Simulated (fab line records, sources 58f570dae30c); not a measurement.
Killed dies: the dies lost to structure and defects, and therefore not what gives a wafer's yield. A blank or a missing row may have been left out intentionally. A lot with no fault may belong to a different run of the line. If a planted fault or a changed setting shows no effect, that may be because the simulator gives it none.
Which tool was responsible? | flow berkeley cmos170 | 15 lots with 45 wafers sampled at 3 steps, on a route of 331 steps

WHAT EACH GAUGE READ, for each wafer
UCB170_ACTIVE_CD_MEAS_90: the cd target is 1200 nm.
lot  | measured    | on        | cd nm (nm)
L467 | day 4 17:19 | cd sem-01 | 1200.9 1201.1 1200.8
L469 | day 5 03:14 | cd sem-02 | 1202.6 1202.0 1201.1
L468 | day 5 03:19 | cd sem-01 | 1201.0 1201.4 1201.4
L470 | day 5 03:28 | cd sem-02 | 1200.8 1202.4 1200.6
L471 | day 5 17:06 | cd sem-02 | 1201.0 1200.5 1200.8
L479 | day 6 14:07 | cd sem-01 | 1200.8 1201.4 1201.5
L475 | day 6 14:22 | cd sem-02 | 1200.4 1199.8 1200.2
L480 | day 7 13:25 | cd sem-02 | 1199.4 1197.7 1197.2
L483 | day 8 09:07 | cd sem-01 | 1202.0 1200.3 1200.3
L485 | day 8 12:46 | cd sem-01 | 1200.4 1198.2 1199.0
L484 | day 8 13:00 | cd sem-02 | 1198.8 1201.4 1199.1
L487 | day 8 21:46 | cd sem-02 | 1199.8 1199.8 1198.9
L486 | day 8 22:02 | cd sem-01 | 1199.3 1200.2 1198.4
L488 | day 9 05:34 | cd sem-02 | 1198.9 1198.0 1198.3
L490 | day 9 20:56 | cd sem-02 | 1199.6 1200.7 1201.1

UCB170_SACOX_THK_MEAS_02.
lot  | measured     | on            | SACOX_OXIDE_THK (nm)
L467 | day 5 18:22  | film metro-03 | 14.39 14.27 14.20
L469 | day 6 04:55  | film metro-01 | 14.37 14.61 14.46
L468 | day 6 04:55  | film metro-03 | 14.23 14.09 13.91
L470 | day 6 04:55  | film metro-02 | 14.75 14.85 14.91
L471 | day 6 19:43  | film metro-03 | 14.40 14.26 14.45
L479 | day 7 14:08  | film metro-02 | 14.25 14.23 14.28
L475 | day 7 14:04  | film metro-01 | 14.24 13.90 13.99
L480 | day 8 15:59  | film metro-03 | 14.70 14.77 14.61
L483 | day 9 09:32  | film metro-01 | 14.51 14.48 14.38
L485 | day 9 09:32  | film metro-03 | 13.96 13.86 14.29
L484 | day 9 09:32  | film metro-02 | 14.16 14.01 14.09
L487 | day 9 22:27  | film metro-01 | 14.24 14.23 14.37
L486 | day 9 22:26  | film metro-02 | 14.01 14.42 14.37
L488 | day 10 05:16 | film metro-02 | 14.31 14.02 14.09
L490 | day 10 21:58 | film metro-02 | 13.97 13.94 14.18

UCB170_PVT_OVL_MEAS_06.
lot  | measured     | on         | PVT_OVL (nm)
L467 | day 6 10:52  | overlay-01 | 6 0 3
L469 | day 6 19:02  | overlay-01 | -8 -4 6
L468 | day 6 19:12  | overlay-02 | 5 1 -1
L470 | day 6 18:55  | overlay-02 | 6 2 -4
L471 | day 7 11:58  | overlay-01 | -2 -6 -5
L479 | day 8 05:54  | overlay-01 | 1 4 2
L475 | day 8 05:47  | overlay-01 | -2 3 -3
L480 | day 9 10:29  | overlay-01 | 3 2 7
L483 | day 10 00:53 | overlay-01 | -1 5 0
L485 | day 10 01:26 | overlay-02 | -9 -2 -1
L484 | day 10 01:13 | overlay-02 | 6 0 5
L487 | day 10 13:10 | overlay-01 | -14 -6 6
L486 | day 10 12:53 | overlay-02 | 1 1 -3
L488 | day 10 19:38 | overlay-01 | 2 -2 2
L490 | day 11 14:32 | overlay-02 | -9 8 1

WHAT TOOL EACH LOT RAN ON (gives the tool, then ch and the chambers of the sampled wafers, and finally the start)
Record: no process step prior to these readings.

AS READ BY THE TOOLS THEMSELVES (means over the sampled wafers that have a number; for cases with no such wafer, the mark the record gives instead)
The record holds no such reading with a usual standard deviation.

THE ANSWER, worked out from the rows above alone
Rule: the usual values come from the lots themselves. Put in order of their means at a reading, lots are off if they are a third of the lots or fewer, leave a main group of 4 or more, and stand apart from it by a gap of 3 or more times the standard deviation of the main group's means; of several such gaps the widest counts. If all means in a main group match to the digits the tables above print for the reading, that group is not used. A lot without any number at a reading at which 4 lots or more have one is off too. Any other lot the step has rows for is counted as sound. First the gauges in route order, then the tools' own readings, where a lot's mean is used as printed above. The first step at which some lot is off is used, and at that step the reading that is off furthest; a lot without a number counts as furthest.
None of the lots is off at any reading shown; this tells nothing.

WHAT WAS PUT IN BY THE SIMULATOR
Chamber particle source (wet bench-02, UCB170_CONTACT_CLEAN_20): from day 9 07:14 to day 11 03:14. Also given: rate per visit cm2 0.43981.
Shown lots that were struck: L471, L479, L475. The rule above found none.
